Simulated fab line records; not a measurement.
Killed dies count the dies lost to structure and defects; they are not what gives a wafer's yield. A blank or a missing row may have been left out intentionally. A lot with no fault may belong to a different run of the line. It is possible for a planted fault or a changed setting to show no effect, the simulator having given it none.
Chamber matching || flow berkeleyCmos170 || UCB170_V2_CVD_00 on pecvd-02: 3 sister chambers
The step deposits SiO2 from TEOS/O2, target thk 2000 nm, time 250 s. 3 wafers are shown with their chamber, then 8 later ones without.

## EACH WAFER AND ITS CHAMBER
{"wafer": "L090.5", "chamber": 1, "heaterPowerW (W)": 234}
{"wafer": "L092.3", "chamber": 0, "heaterPowerW (W)": 164}
{"wafer": "L092.4", "chamber": 2, "heaterPowerW (W)": 196}

## WAFERS WHOSE CHAMBER IS MISSING
{"wafer": "L092.5", "heaterPowerW (W)": 231}
{"wafer": "L092.6", "heaterPowerW (W)": 267}
{"wafer": "L093.1", "heaterPowerW (W)": 255}
{"wafer": "L093.2", "heaterPowerW (W)": 211}
{"wafer": "L093.3", "heaterPowerW (W)": 196}
{"wafer": "L093.4", "heaterPowerW (W)": 164}
{"wafer": "L093.5", "heaterPowerW (W)": 229}
{"wafer": "L093.6", "heaterPowerW (W)": 266}

## WHICH CHAMBER EACH WENT THROUGH
{"wafer": "L092.5", "from the rows above": "can't be placed: 1 or 2", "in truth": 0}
{"wafer": "L092.6", "from the rows above": 1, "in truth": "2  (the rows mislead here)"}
{"wafer": "L093.1", "from the rows above": 1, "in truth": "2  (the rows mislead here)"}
{"wafer": "L093.2", "from the rows above": "can't be placed: 2 or 1 or 0", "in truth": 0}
{"wafer": "L093.3", "from the rows above": "can't be placed: 2 or 0", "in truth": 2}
{"wafer": "L093.4", "from the rows above": "can't be placed: 0 or 2", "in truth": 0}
{"wafer": "L093.5", "from the rows above": "can't be placed: 1 or 2", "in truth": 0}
{"wafer": "L093.6", "from the rows above": 1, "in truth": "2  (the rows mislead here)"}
0 of 8 placed correctly. From these rows, 5 cannot be placed; in 3 the true chamber is one of the candidates. Placed wrongly: 3.
How it was worked out, from the rows above alone: a wafer's distance from a chamber is the root of the sum, over the readings, of the square of ((its reading less the chamber's mean) divided by the reading's scatter). If the next closest chamber is less than 2 further off than the closest, the wafer can't be placed; otherwise it belongs to the closest. A chamber's mean is the mean of its shown wafers. The scatter: with one shown wafer a chamber, the root of the mean of the squares of how far each hidden wafer lies from its nearest shown one.
